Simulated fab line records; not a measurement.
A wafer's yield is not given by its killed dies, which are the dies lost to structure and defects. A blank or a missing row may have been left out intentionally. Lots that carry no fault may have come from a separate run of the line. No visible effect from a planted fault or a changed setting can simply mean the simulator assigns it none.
Comparing a struck lot with a sound one -- flow berkeley_cmos170 -- 13 steps out of a route of 331
Sound: the wafers L309.1, L309.2, L309.3. Struck: wafers L315.1, L315.2, L315.3. The cause is given at the end.
For every step that has rows: the tool of each side, followed by ch and its chambers, followed by its first start. Under that, the readings that differ: sound wafers -- struck wafers -- difference of the means -- sigmas: that difference in standard deviations of wafers without a fault.
alike: readings whose means differ by less than 2 such deviations, and words and numbers that are the same on both sides. not compared: withheld readings, readings that some wafer has no value for, bounds like >300 that may hide the same value, and numbers for which the record gives no deviation and whose values overlap.
Wherever a step has rows on one side only, a row that says differs or no value, or a row with sigmas, the two part there. When numbers do not overlap yet have no deviation, they are printed without sigmas and do not part them. A reading missing from all wafers of one side parts the sides only when that side holds two or more wafers.

first, 2 steps without rows for these wafers: UCB170_NWELL_PEB_10; UCB170_NWELL_DEVELOP_11 (develop time 45 s).
UCB170_NWELL_OVL_MEAS_12:
  sound on overlay-01 at day 3 18:31; struck on overlay-01 at day 4 23:30
  alike: NWELL_OVL
UCB170_NWELL_ETCH_13: etches Si3N4 in CH3F/Ar/O2, stops on SiO2, target depth 246.4 nm, time 154 s.
  sound on rie_diel-01 ch 0,2,3, day 3 18:34; struck on rie_diel-04 ch 0,1,3, day 4 23:32
  alike: drypump_motor_current_A, oes_product_au, throttle_valve_pct
  not compared: rf_hours_counter_h
then, 1 step without rows for these wafers: UCB170_NWELL_IMPLANT_14.
UCB170_NWELL_STRIP_15: strips in O2.
  sound on plasma_asher-03 ch 0,1, day 3 18:49; struck on plasma_asher-01 ch 0,1, day 4 23:47
reading,sound,struck,difference,sigmas
oes_product_au (a.u.),0.730 0.727 0.722,0.714 0.722 0.716,-0.009,-2
  alike: drypump_motor_current_A, strip_time_to_endpoint_s
  not compared: rf_hours_counter_h
UCB170_NWELL_TW_MEAS_16:
  sound on film_metro-04 at day 3 18:55; struck on film_metro-03 at day 4 23:53
  alike: NWELL_TW
then, 5 steps without rows for these wafers: UCB170_NWELL_CLEAN_17 (cleans in SPM, time 600 s); UCB170_NWELL_WET_ETCH_18 (etches Si3N4 in H3PO4, time 14400 s); UCB170_NWELL_WET_ETCH_19 (etches SiO2 in BOE, time 22 s); UCB170_PWELL_CLEAN_00 (cleans in SPM, time 600 s); UCB170_PWELL_CLEAN_01 (cleans in dHF, time 60 s).
UCB170_PWELL_OXIDATION_02: target thk 26.4 nm, ox time 1260 s.
  struck on furnace-04, day 5 11:53; sound on furnace-02 ch 0, day 4 03:44
  no value came back on the struck wafers for ox_temp_c (C), ox_temp_c_max, ox_time_s (s), zone_power_source_pct (%); on the sound wafers ox_temp_c (C) reads 999.8 999.7 1001.3

== WHERE THEY PART ==
At UCB170_NWELL_STRIP_15 first; at UCB170_PWELL_OXIDATION_02 last (within this record only).

WHY: what the simulator had put in
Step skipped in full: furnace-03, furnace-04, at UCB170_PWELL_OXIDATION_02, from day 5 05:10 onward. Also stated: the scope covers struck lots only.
